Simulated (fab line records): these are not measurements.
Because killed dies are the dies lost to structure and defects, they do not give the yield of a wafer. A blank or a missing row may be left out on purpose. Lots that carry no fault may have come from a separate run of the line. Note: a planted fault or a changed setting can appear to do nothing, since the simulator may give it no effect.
fab line records || flow rit_cmos
[record] {"lots": 6, "wafers": 18, "last_day": 7}
route steps=202 shown NSD@134 PSD@142
lots with no fault: from the same line, run without faults
start_h: start of the lot's first displayed wafer, in hours after the record's first day || wait_h: hours since the lot's step before || " identical to the entry in the row above || L1.1+2: a single row standing in for several wafers || - no value, or no start was given || * or withheld: withheld || < > ~ a bound
route shown NAME@n: a module of which the file shows steps, and the number in the route of the first || usual: mean/standard deviation taken from wafers without a fault || same: alike in all rows || chamber/n: place in a boat || sites: the reading at each site || _std_site: standard deviation across them || _edge_site: mean of outer sites minus mean of inner sites || radius_mm: for every site, how far away it sits from the centre of the wafer || mask NAME#n: copy n || behind: tool/chamber where the wafer was last shaped || hold: the reason the lot was held/the length of the hold in hours/how it ended || device: which transistor (n, p or np) failed to switch || end of line: at the end of the route, the tests of the same wafers || a step with no rows: only its recipe || killed: dies lost to structure and defects at the first sort, not the wafer's yield || map: the dies of a wafer, with x for killed, . for not killed, _ for no die there
set.NAME: the run value of the setting; set.NAME@STEP: its run value at that earlier step || model.NAME: the simulator's own value behind a step, which no gauge read
certain route steps with their lots: each step a table, each wafer a row
services: the hour from which a tool's chamber was out of use, counted from the record's first day as start_h (under 0 if before that day), plus the number of hours and why
[[steps]]
[step RIT_NSD_EXPOSE_03]
[recipe] {"mask_id": "M9", "na": 0.57, "target_cd_nm": 40700, "dose_mj": 250}
[step RIT_NSD_PEB_04]
[recipe] {"resist": "NOVOLAK", "temp_c": "withheld", "time_s": "withheld"}
[step RIT_NSD_DEVELOP_05]
[recipe] {"resist": "NOVOLAK", "develop_time_s": 50, "dev_temp_c": 23}
[step RIT_NSD_OVL_MEAS_06]
[usual] {"NSD_OVL": "0.3/1.3"}
{"lot.wafer": "L678.1", "tool": "overlay-02", "chamber": "-", "start_h": 47.96, "wait_h": "-", "NSD_OVL[nm]": 1.2}
{"lot.wafer": "L678.5", "tool": "overlay-02", "chamber": "-", "start_h": 47.96, "wait_h": "-", "NSD_OVL[nm]": 0.1}
{"lot.wafer": "L678.6", "tool": "overlay-02", "chamber": "-", "start_h": 47.96, "wait_h": "-", "NSD_OVL[nm]": 1.0}
{"lot.wafer": "L681.2", "tool": "overlay-02", "chamber": "-", "start_h": 62.04, "wait_h": "-", "NSD_OVL[nm]": -1.3}
{"lot.wafer": "L681.5", "tool": "overlay-02", "chamber": "-", "start_h": 62.04, "wait_h": "-", "NSD_OVL[nm]": 0.5}
{"lot.wafer": "L681.6", "tool": "overlay-02", "chamber": "-", "start_h": 62.04, "wait_h": "-", "NSD_OVL[nm]": 0.0}
{"lot.wafer": "L683.1", "tool": "overlay-02", "chamber": "-", "start_h": 75.29, "wait_h": "-", "NSD_OVL[nm]": -0.7}
{"lot.wafer": "L683.3", "tool": "overlay-02", "chamber": "-", "start_h": 75.29, "wait_h": "-", "NSD_OVL[nm]": -0.2}
{"lot.wafer": "L683.4", "tool": "overlay-02", "chamber": "-", "start_h": 75.29, "wait_h": "-", "NSD_OVL[nm]": 1.6}
{"lot.wafer": "L687.2", "tool": "overlay-01", "chamber": "-", "start_h": 97.88, "wait_h": "-", "NSD_OVL[nm]": 0.3}
{"lot.wafer": "L687.3", "tool": "overlay-01", "chamber": "-", "start_h": 97.88, "wait_h": "-", "NSD_OVL[nm]": 0.4}
{"lot.wafer": "L687.5", "tool": "overlay-01", "chamber": "-", "start_h": 97.88, "wait_h": "-", "NSD_OVL[nm]": 0.7}
{"lot.wafer": "L700.1", "tool": "overlay-02", "chamber": "-", "start_h": 157.09, "wait_h": "-", "NSD_OVL[nm]": 0.3}
{"lot.wafer": "L700.3", "tool": "overlay-02", "chamber": "-", "start_h": 157.09, "wait_h": "-", "NSD_OVL[nm]": 0.6}
{"lot.wafer": "L700.4", "tool": "overlay-02", "chamber": "-", "start_h": 157.09, "wait_h": "-", "NSD_OVL[nm]": 1.3}
{"lot.wafer": "L701.4", "tool": "overlay-02", "chamber": "-", "start_h": 162.74, "wait_h": "-", "NSD_OVL[nm]": -2.3}
{"lot.wafer": "L701.5", "tool": "overlay-02", "chamber": "-", "start_h": 162.74, "wait_h": "-", "NSD_OVL[nm]": -3.4}
{"lot.wafer": "L701.6", "tool": "overlay-02", "chamber": "-", "start_h": 162.74, "wait_h": "-", "NSD_OVL[nm]": -3.6}
[step RIT_NSD_HARDBAKE_07]
[recipe] {"resist": "NOVOLAK", "temp_c": 140, "time_s": 60}
[step RIT_NSD_IMPLANT_08]
[recipe] {"species": "P", "energy_kev": 25, "dose_cm2": 1e+15, "tilt_deg": 7}
[step RIT_NSD_STRIP_09]
[recipe] {"chemistry": "O2", "time_s": 180, "resist": "NOVOLAK", "platen_temp_c": "withheld", "power_w": 500, "pressure_mtorr": 4000, "o2_flow_sccm": 4000}
[usual] {"drypump_motor_current_A": "5.8/0.57"}
{"lot.wafer": "L678.1", "tool": "plasma_asher-01", "chamber": 0, "start_h": 48.29, "wait_h": 0.1, "drypump_motor_current_A": 6.4, "rf_hours_counter_h": 37}
{"lot.wafer": "L678.5", "tool": "plasma_asher-01", "chamber": 1, "start_h": 48.29, "wait_h": 0.1, "drypump_motor_current_A": 6.0, "rf_hours_counter_h": "-"}
{"lot.wafer": "L678.6", "tool": "plasma_asher-01", "chamber": 0, "start_h": 48.29, "wait_h": 0.1, "drypump_motor_current_A": 6.4, "rf_hours_counter_h": "-"}
{"lot.wafer": "L681.2", "tool": "plasma_asher-04", "chamber": 0, "start_h": 62.37, "wait_h": 0.1, "drypump_motor_current_A": 5.0, "rf_hours_counter_h": 42}
{"lot.wafer": "L681.5", "tool": "plasma_asher-04", "chamber": 1, "start_h": 62.37, "wait_h": 0.1, "drypump_motor_current_A": 6.3, "rf_hours_counter_h": "-"}
{"lot.wafer": "L681.6", "tool": "plasma_asher-04", "chamber": 0, "start_h": 62.37, "wait_h": 0.1, "drypump_motor_current_A": 5.0, "rf_hours_counter_h": "-"}
{"lot.wafer": "L683.1", "tool": "plasma_asher-02", "chamber": 0, "start_h": 75.62, "wait_h": 0.1, "drypump_motor_current_A": 5.7, "rf_hours_counter_h": 30}
{"lot.wafer": "L683.3", "tool": "plasma_asher-02", "chamber": 0, "start_h": 75.62, "wait_h": 0.1, "drypump_motor_current_A": 5.8, "rf_hours_counter_h": "-"}
{"lot.wafer": "L683.4", "tool": "plasma_asher-02", "chamber": 1, "start_h": 75.62, "wait_h": 0.1, "drypump_motor_current_A": 4.7, "rf_hours_counter_h": "-"}
{"lot.wafer": "L687.2", "tool": "plasma_asher-04", "chamber": 0, "start_h": 98.21, "wait_h": 0.1, "drypump_motor_current_A": 5.0, "rf_hours_counter_h": 45}
{"lot.wafer": "L687.3", "tool": "plasma_asher-04", "chamber": 0, "start_h": 98.21, "wait_h": 0.1, "drypump_motor_current_A": 5.0, "rf_hours_counter_h": "-"}
{"lot.wafer": "L687.5", "tool": "plasma_asher-04", "chamber": 0, "start_h": 98.21, "wait_h": 0.1, "drypump_motor_current_A": 5.0, "rf_hours_counter_h": "-"}
{"lot.wafer": "L700.1", "tool": "plasma_asher-01", "chamber": 0, "start_h": 157.42, "wait_h": 0.1, "drypump_motor_current_A": 6.3, "rf_hours_counter_h": 4}
{"lot.wafer": "L700.3", "tool": "plasma_asher-01", "chamber": 0, "start_h": 157.42, "wait_h": 0.1, "drypump_motor_current_A": 6.4, "rf_hours_counter_h": "-"}
{"lot.wafer": "L700.4", "tool": "plasma_asher-01", "chamber": 1, "start_h": 157.42, "wait_h": 0.1, "drypump_motor_current_A": 6.0, "rf_hours_counter_h": "-"}
{"lot.wafer": "L701.4", "tool": "plasma_asher-04", "chamber": 0, "start_h": 163.11, "wait_h": 0.1, "drypump_motor_current_A": 5.0, "rf_hours_counter_h": "-"}
{"lot.wafer": "L701.5", "tool": "plasma_asher-04", "chamber": 1, "start_h": 163.11, "wait_h": 0.1, "drypump_motor_current_A": 6.3, "rf_hours_counter_h": "-"}
{"lot.wafer": "L701.6", "tool": "plasma_asher-04", "chamber": 0, "start_h": 163.11, "wait_h": 0.1, "drypump_motor_current_A": 5.0, "rf_hours_counter_h": "-"}
[step RIT_NSD_TW_MEAS_10]
[usual] {"NSD_TW": "3148/32"}
{"lot.wafer": "L678.1", "tool": "film_metro-04", "chamber": "-", "start_h": 48.47, "wait_h": 0.1, "NSD_TW": 3146}
{"lot.wafer": "L678.5", "tool": "film_metro-04", "chamber": "-", "start_h": 48.47, "wait_h": 0.1, "NSD_TW": 3136}
{"lot.wafer": "L678.6", "tool": "film_metro-04", "chamber": "-", "start_h": 48.47, "wait_h": 0.1, "NSD_TW": 3126}
{"lot.wafer": "L681.2", "tool": "film_metro-02", "chamber": "-", "start_h": 62.55, "wait_h": 0.1, "NSD_TW": 3193}
{"lot.wafer": "L681.5", "tool": "film_metro-02", "chamber": "-", "start_h": 62.55, "wait_h": 0.1, "NSD_TW": 3194}
{"lot.wafer": "L681.6", "tool": "film_metro-02", "chamber": "-", "start_h": 62.55, "wait_h": 0.1, "NSD_TW": 3203}
{"lot.wafer": "L683.1", "tool": "film_metro-04", "chamber": "-", "start_h": 75.80, "wait_h": 0.1, "NSD_TW": 3131}
{"lot.wafer": "L683.3", "tool": "film_metro-04", "chamber": "-", "start_h": 75.80, "wait_h": 0.1, "NSD_TW": 3123}
{"lot.wafer": "L683.4", "tool": "film_metro-04", "chamber": "-", "start_h": 75.80, "wait_h": 0.1, "NSD_TW": 3132}
{"lot.wafer": "L687.2", "tool": "film_metro-03", "chamber": "-", "start_h": 98.40, "wait_h": 0.1, "NSD_TW": 3122}
{"lot.wafer": "L687.3", "tool": "film_metro-03", "chamber": "-", "start_h": 98.40, "wait_h": 0.1, "NSD_TW": 3131}
{"lot.wafer": "L687.5", "tool": "film_metro-03", "chamber": "-", "start_h": 98.40, "wait_h": 0.1, "NSD_TW": 3119}
{"lot.wafer": "L700.1", "tool": "film_metro-04", "chamber": "-", "start_h": 157.60, "wait_h": 0.1, "NSD_TW": 3141}
{"lot.wafer": "L700.3", "tool": "film_metro-04", "chamber": "-", "start_h": 157.60, "wait_h": 0.1, "NSD_TW": 3131}
{"lot.wafer": "L700.4", "tool": "film_metro-04", "chamber": "-", "start_h": 157.60, "wait_h": 0.1, "NSD_TW": 3130}
{"lot.wafer": "L701.4", "tool": "film_metro-04", "chamber": "-", "start_h": 163.26, "wait_h": 0.1, "NSD_TW": 3123}
{"lot.wafer": "L701.5", "tool": "film_metro-04", "chamber": "-", "start_h": 163.26, "wait_h": 0.1, "NSD_TW": 3115}
{"lot.wafer": "L701.6", "tool": "film_metro-04", "chamber": "-", "start_h": 163.26, "wait_h": 0.1, "NSD_TW": 3136}
[step RIT_PSD_HMDS_00]
[recipe] {"prime_time_s": 60, "prime_temp_c": 140}
[step RIT_PSD_COAT_01]
[recipe] {"resist": "NOVOLAK", "spin_rpm": 3250, "resist_thk_nm": 1000}
[step RIT_PSD_SOFTBAKE_02]
[recipe] {"resist": "NOVOLAK", "temp_c": 90, "time_s": 60}
[step RIT_PSD_EXPOSE_03]
[recipe] {"mask_id": "M10", "na": 0.57, "target_cd_nm": 40900, "dose_mj": 250}
[step RIT_PSD_PEB_04]
[recipe] {"resist": "NOVOLAK", "temp_c": "withheld", "time_s": "withheld"}
[usual] {"chill_plate_temp_C": "*", "exhaust_pa": "44.9/0.82"}
{"lot.wafer": "L678.1", "tool": "litho_track-01", "chamber": 0, "start_h": 49.13, "wait_h": 0.1, "chill_plate_temp_C": "*", "exhaust_pa": 44.9}
{"lot.wafer": "L678.5", "tool": "litho_track-01", "chamber": 0, "start_h": 49.13, "wait_h": 0.1, "chill_plate_temp_C": "*", "exhaust_pa": 45.2}
{"lot.wafer": "L678.6", "tool": "litho_track-01", "chamber": 0, "start_h": 49.13, "wait_h": 0.1, "chill_plate_temp_C": "*", "exhaust_pa": 45.6}
{"lot.wafer": "L681.2", "tool": "litho_track-04", "chamber": 0, "start_h": 63.32, "wait_h": 0.1, "chill_plate_temp_C": "*", "exhaust_pa": 45.3}
{"lot.wafer": "L681.5", "tool": "litho_track-04", "chamber": 0, "start_h": 63.32, "wait_h": 0.1, "chill_plate_temp_C": "*", "exhaust_pa": 45.2}
{"lot.wafer": "L681.6", "tool": "litho_track-04", "chamber": 0, "start_h": 63.32, "wait_h": 0.1, "chill_plate_temp_C": "*", "exhaust_pa": 46.8}
{"lot.wafer": "L683.1", "tool": "litho_track-03", "chamber": 0, "start_h": 76.62, "wait_h": 0.1, "chill_plate_temp_C": "*", "exhaust_pa": 45.3}
{"lot.wafer": "L683.3", "tool": "litho_track-03", "chamber": 0, "start_h": 76.62, "wait_h": 0.1, "chill_plate_temp_C": "*", "exhaust_pa": 44.9}
{"lot.wafer": "L683.4", "tool": "litho_track-03", "chamber": 0, "start_h": 76.62, "wait_h": 0.1, "chill_plate_temp_C": "*", "exhaust_pa": 45.9}
{"lot.wafer": "L687.2", "tool": "litho_track-04", "chamber": 0, "start_h": 99.10, "wait_h": 0.2, "chill_plate_temp_C": "*", "exhaust_pa": 43.9}
{"lot.wafer": "L687.3", "tool": "litho_track-04", "chamber": 0, "start_h": 99.10, "wait_h": 0.2, "chill_plate_temp_C": "*", "exhaust_pa": 44.6}
{"lot.wafer": "L687.5", "tool": "litho_track-04", "chamber": 0, "start_h": 99.10, "wait_h": 0.2, "chill_plate_temp_C": "*", "exhaust_pa": 43.9}
{"lot.wafer": "L700.1", "tool": "litho_track-03", "chamber": "-", "start_h": 158.22, "wait_h": 0.1, "chill_plate_temp_C": "-", "exhaust_pa": "-"}
{"lot.wafer": "L700.3", "tool": "litho_track-03", "chamber": "-", "start_h": 158.22, "wait_h": 0.1, "chill_plate_temp_C": "-", "exhaust_pa": "-"}
{"lot.wafer": "L700.4", "tool": "litho_track-03", "chamber": "-", "start_h": 158.22, "wait_h": 0.1, "chill_plate_temp_C": "-", "exhaust_pa": "-"}
{"lot.wafer": "L701.4", "tool": "litho_track-03", "chamber": "-", "start_h": 164.12, "wait_h": 0.2, "chill_plate_temp_C": "-", "exhaust_pa": "-"}
{"lot.wafer": "L701.5", "tool": "litho_track-03", "chamber": "-", "start_h": 164.12, "wait_h": 0.2, "chill_plate_temp_C": "-", "exhaust_pa": "-"}
{"lot.wafer": "L701.6", "tool": "litho_track-03", "chamber": "-", "start_h": 164.12, "wait_h": 0.2, "chill_plate_temp_C": "-", "exhaust_pa": "-"}
[step RIT_PSD_DEVELOP_05]
[recipe] {"resist": "NOVOLAK", "develop_time_s": 50, "dev_temp_c": 23}
[[services]]
{"tool": "plasma_asher-01", "chamber": "-", "start_h": 108.75, "hours": 9.0, "kind": "pm"}
{"tool": "plasma_asher-01", "chamber": 0, "start_h": 108.75, "hours": 9.0, "kind": "vent_cycle"}
{"tool": "plasma_asher-01", "chamber": 1, "start_h": 108.75, "hours": 9.0, "kind": "vent_cycle"}
{"tool": "plasma_asher-01", "chamber": "-", "start_h": 115.26, "hours": 0.9, "kind": "repair"}
{"tool": "plasma_asher-01", "chamber": 0, "start_h": 117.75, "hours": "-", "kind": "clean"}
{"tool": "plasma_asher-01", "chamber": 1, "start_h": 117.75, "hours": "-", "kind": "clean"}
[[key]]
[first_sign] {"step": "RIT_PSD_PEB_04", "reading": "tool_record", "direction": "missing"}
effect none on later readings
met_at RIT_PSD_PEB_04
struck_wafers L700.1,L700.3,L700.4,L701.4,L701.5,L701.6
sort_left_out L700.1,L700.3,L700.4,L701.4,L701.5,L701.6
tester_left_out L700,L701
onset_between 76.62 158.22
[fault] {"kind": "skipped_step_whole", "tool": "litho_track-03", "chamber": "-", "onset_h": 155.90, "steps": "RIT_PSD_PEB_04", "scope": "struck_lots_only"}
// tester_left_out: of these lots the tester's yield and bins aren't shown, on N5 and GAA mostly nor the transistor test; their killed dies are dies lost to structure and defects alone, not to doping, threshold or leakage, so they don't give the yield
// sort_left_out: the simulated sort isn't trusted on such a fault, so these wafers' sort isn't shown, and their yield isn't known
